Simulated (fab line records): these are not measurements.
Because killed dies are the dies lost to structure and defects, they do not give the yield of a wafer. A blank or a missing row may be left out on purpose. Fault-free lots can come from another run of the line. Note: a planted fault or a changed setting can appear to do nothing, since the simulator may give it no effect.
What tool caused it? -- flow berkeley-cmos170 -- Sampling: 13 lots, 39 wafers, 4 of 331 route steps

WHAT EACH GAUGE READ, for each wafer
UCB170_SILICIDE_RS_MEAS_02: measures by four-point-probe.
lot,measured,on,SILICIDE_TI_RS (ohm/sq)
L400,day 6 12:49,film-metro-02,26.1 26.6 26.6
L402,day 6 13:40,film-metro-03,26.5 26.5 26.7
L401,day 6 16:17,film-metro-04,25.7 25.7 25.6
L404,day 7 06:20,film-metro-03,26.7 26.4 26.3
L403,day 7 06:34,film-metro-03,26.8 26.3 26.5
L407,day 8 08:14,film-metro-02,26.3 26.7 26.5
L412,day 9 05:05,film-metro-02,26.6 27.2 26.9
L415,day 9 11:41,film-metro-02,25.9 26.4 26.3
L418,day 10 11:02,film-metro-04,26.7 26.2 26.4
L420,day 11 01:25,film-metro-03,26.3 26.0 26.0
L421,day 11 11:08,film-metro-02,26.2 26.2 25.7
L422,day 11 11:29,film-metro-04,26.3 26.0 26.1
L423,day 12 00:47,film-metro-04,26.9 26.9 26.8

UCB170_SILICIDE_THK_MEAS_03: measures by xrf.
lot,measured,on,SILICIDE_TI_THK (nm)
L400,day 6 12:56,film-metro-02,30.5 29.9 29.9
L402,day 6 13:47,film-metro-03,29.5 29.6 29.3
L401,day 6 16:24,film-metro-04,30.7 30.7 30.8
L404,day 7 06:28,film-metro-03,29.5 29.6 29.7
L403,day 7 06:40,film-metro-03,29.3 29.6 29.6
L407,day 8 08:21,film-metro-02,30.2 29.9 30.1
L412,day 9 05:13,film-metro-02,29.9 29.4 29.7
L415,day 9 11:49,film-metro-02,30.6 30.2 30.1
L418,day 10 11:08,film-metro-04,29.9 30.3 30.2
L420,day 11 01:32,film-metro-03,29.9 30.1 30.0
L421,day 11 11:15,film-metro-02,30.3 30.3 30.9
L422,day 11 11:36,film-metro-04,30.2 30.5 30.4
L423,day 12 00:53,film-metro-04,29.4 29.6 29.7

UCB170_CONTACT_OVL_MEAS_16.
lot,measured,on,CONTACT_OVL (nm)
L400,day 6 19:01,overlay-02,-1 -3 -3
L402,day 6 19:11,overlay-02,-14 -14 -10
L401,day 6 20:53,overlay-02,1 -1 4
L404,day 7 10:44,overlay-02,4 -4 -1
L403,day 7 12:59,overlay-02,3 2 3
L407,day 8 12:25,overlay-02,-1 -2 -6
L412,day 9 10:56,overlay-02,9 10 8
L415,day 9 17:26,overlay-01,0 -3 1
L418,day 10 15:43,overlay-01,2 3 -2
L420,day 11 06:50,overlay-02,-2 -3 4
L421,day 11 15:53,overlay-02,-16 -8 -13
L422,day 11 16:11,overlay-02,1 0 -5
L423,day 12 06:12,overlay-01,-9 -13 -7

EACH LOT AND THE TOOL THAT RAN IT (in order: tool; ch and the chambers of the sampled wafers; start)
lot,UCB170_SILICIDE_RTA_04
L400,"rtp-anneal-01 ch 0, day 6 12:59"
L402,"rtp-anneal-01 ch 0, day 6 13:50"
L401,"rtp-anneal-01 ch 0, day 6 16:28"
L404,"rtp-anneal-02 ch 0, day 7 06:31"
L403,"rtp-anneal-01 ch 0, day 7 06:44"
L407,"rtp-anneal-01 ch 0, day 8 08:25"
L412,"rtp-anneal-01 ch 0, day 9 05:16"
L415,"rtp-anneal-02 ch 0, day 9 11:52"
L418,"rtp-anneal-02 ch 0, day 10 11:12"
L420,"rtp-anneal-02 ch 0, day 11 01:36"
L421,"rtp-anneal-01 ch 0, day 11 11:19"
L422,"rtp-anneal-02 ch 0, day 11 11:40"
L423,"rtp-anneal-01 ch 0, day 12 00:58"
- UCB170_SILICIDE_RTA_04: time 15 s.

AS READ BY THE TOOLS THEMSELVES (means over the sampled wafers that have a number; for cases with no such wafer, the mark the record gives instead)
UCB170_SILICIDE_RTA_04.
lot,tool,chamber-o2-ppm,lamp-power-pct (%),wafer_temp_C_max
L400,rtp-anneal-01,1.973,11.114,652.0
L402,rtp-anneal-01,2.026,11.113,652.9
L401,rtp-anneal-01,2.019,11.123,651.5
L404,rtp-anneal-02,1.990,11.087,652.8
L403,rtp-anneal-01,2.011,11.115,652.3
L407,rtp-anneal-01,1.992,11.218,652.7
L412,rtp-anneal-01,2.011,11.209,652.4
L415,rtp-anneal-02,2.008,11.078,653.7
L418,rtp-anneal-02,1.969,11.092,653.5
L420,rtp-anneal-02,2.017,11.083,652.8
L421,rtp-anneal-01,2.021,11.111,652.6
L422,rtp-anneal-02,2.008,11.091,653.7
L423,rtp-anneal-01,2.003,11.108,652.4

THE ANSWER, worked out from the rows above alone
Rule: usual is defined by the lots themselves. Put in order of their means at a reading, lots are off if they are a third of the lots or fewer, leave a main group of 4 or more, and stand apart from it by a gap of 3 or more times the standard deviation of the main group's means; of several such gaps the widest counts. If all means in a main group match to the digits the tables above print for the reading, that group is not used. A lot without any number at a reading at which 4 lots or more have one is off too. The other lots that the step has rows for count as sound. After the gauges, taken in route order, come the tools' own readings; for these a lot's mean is taken, as printed above. At the first step where some lot is off, the reading lying furthest off is the one used; lots without a number count as furthest.
Off: L407, L412, at UCB170_SILICIDE_RTA_04 (lamp-power-pct). Main group: mean 11.101 %, sd 0.015.
A tool fits if, at that step or a process step before it, it ran every lot that is off, and no sound lot after the first of them. No candidate that was tried fits.

WHAT THE SIMULATOR HAD PUT IN
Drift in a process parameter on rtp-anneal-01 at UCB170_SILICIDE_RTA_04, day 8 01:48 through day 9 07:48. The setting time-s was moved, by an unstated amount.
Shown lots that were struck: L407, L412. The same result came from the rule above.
